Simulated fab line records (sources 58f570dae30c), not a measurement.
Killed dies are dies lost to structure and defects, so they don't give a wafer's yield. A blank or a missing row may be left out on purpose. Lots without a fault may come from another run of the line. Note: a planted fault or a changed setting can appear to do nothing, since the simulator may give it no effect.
Split-lot study	flow berkeleyCmos170	23 wafers read across 5 lots, on a route 331 steps long

== ABOUT THE SPLIT ==
At UCB170_V1_CVD_00 (deposits SiO2 from TEOS/O2, target thk 2000 nm, time 250 s), the setting timeS was moved away from the recipe's 250 s on 7 of the 23 wafers read, by -12.2% to +4.6%. For the rest of the wafers, this setting stayed at what the recipe calls for.

The file shows no step between the split and the reading.

== THE READING ==
At UCB170_V1_THK_MEAS_01: V1_TEOS_THK, given in nm. Fault-free wafers of this fab line usually give 2005 nm, standard deviation 24 nm.

wafer	tool, chamber at the split	timeS as run, s	against the recipe	V1_TEOS_THK, nm	against lot-mates on the recipe
L074.1	pecvd-04, 1	250	recipe	1993	-
L074.3	pecvd-04, 0	250	recipe	1975	-
L074.4	pecvd-04, 2	250	recipe	2015	-
L074.5	pecvd-04, 1	250	recipe	2040	-
L074.6	pecvd-04, 0	250	recipe	2020	-
L077.2	pecvd-04, 1	234.3	-6.3%	1879	-127
L077.3	pecvd-04, 2	250	recipe	1975	-
L077.4	pecvd-04, 2	234.3	-6.3%	1894	-112
L077.5	pecvd-04, 0	250	recipe	2021	-
L077.6	pecvd-04, 1	250	recipe	2022	-
L081.2	pecvd-02, 1	219.4	-12.2%	1741	-262
L081.3	pecvd-02, 0	250	recipe	1987	-
L081.4	pecvd-02, 0	219.4	-12.2%	1772	-232
L081.5	pecvd-02, 1	219.4	-12.2%	1769	-234
L081.6	pecvd-02, 2	250	recipe	2020	-
L084.1	pecvd-01, 1	250	recipe	1970	-
L084.4	pecvd-01, 2	250	recipe	1989	-
L084.5	pecvd-01, 0	250	recipe	2020	-
L085.1	pecvd-02, 2	261.5	+4.6%	2092	+75
L085.3	pecvd-02, 1	250	recipe	1992	-
L085.4	pecvd-02, 1	250	recipe	2040	-
L085.5	pecvd-02, 0	261.5	+4.6%	2134	+117
L085.6	pecvd-02, 2	250	recipe	2019	-

THE FIT
A straight line over all 23 wafers: V1_TEOS_THK changes by +20.3 nm for each +1% of timeS; r = +0.98; the points scatter about the line by 22 nm.
The same after taking each lot's own level away (the mean of its wafers on the recipe; 23 wafers): +19.9 nm for each +1%; r = +0.98; scatter 20 nm.
On that fit, the largest move of timeS shifts the reading by 2.4e+02 nm.
Across the lots, their own levels run from 1993.0 to 2017.0 nm, a range of 1.0 times the standard deviation given above.
Consequently the slope shifts little with the lot-to-lot level, the two slopes agreeing.
Check: for one of the wafers moved furthest among these (-12.2%), held out of the fit, the line's prediction against its lot-mates is -235 nm. It came out at -262 nm against them.

== OTHER SPLITS ON THESE WAFERS ==
These wafers also went through other splits before the reading. Each is held against what the fit with the lots' levels taken away leaves over:
other split on the same wafers	wafers away from the commonest value	r with V1_TEOS_THK (lot level and that fit taken away)
UCB170_NVT_IMPLANT_07 energyKev	4	+0.06
UCB170_PVT_STRIP_08 overashFraction	10	+0.09
UCB170_GATE_COAT_07 spinRpm	5	+0.01
UCB170_GATE_ETCH_15 overEtchFrac	10	-0.09
UCB170_PSD_IMPLANT_08 doseCm2	7	-0.33
UCB170_NSD_IMPLANT_08 tiltDeg	7	-0.06
UCB170_SILICIDE_SPUTTER_01 powerW	5	+0.02
UCB170_CONTACT_ETCH_18 timeS	10	+0.26

== THE WHOLE CHAIN: every reading that the file lists as answering this split, in the file's order ==
step	what it does	reading	change (the file's fit)	r (the file's)
UCB170_V1_CVD_00	deposits SiO2 from TEOS/O2, target thk 2000 nm, time 250 s	SiO2_of_V1_CVD_00.thkNm (the simulator's own value, which no gauge read)	+19.7 nm for each +1% of the setting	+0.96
UCB170_V1_THK_MEAS_01		V1_TEOS_THK	+19.8 for each +1% of the setting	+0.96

== THE FILE'S OWN FIT ==
V1_TEOS_THK changes by +19.8 nm for each +1% of timeS, r = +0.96.
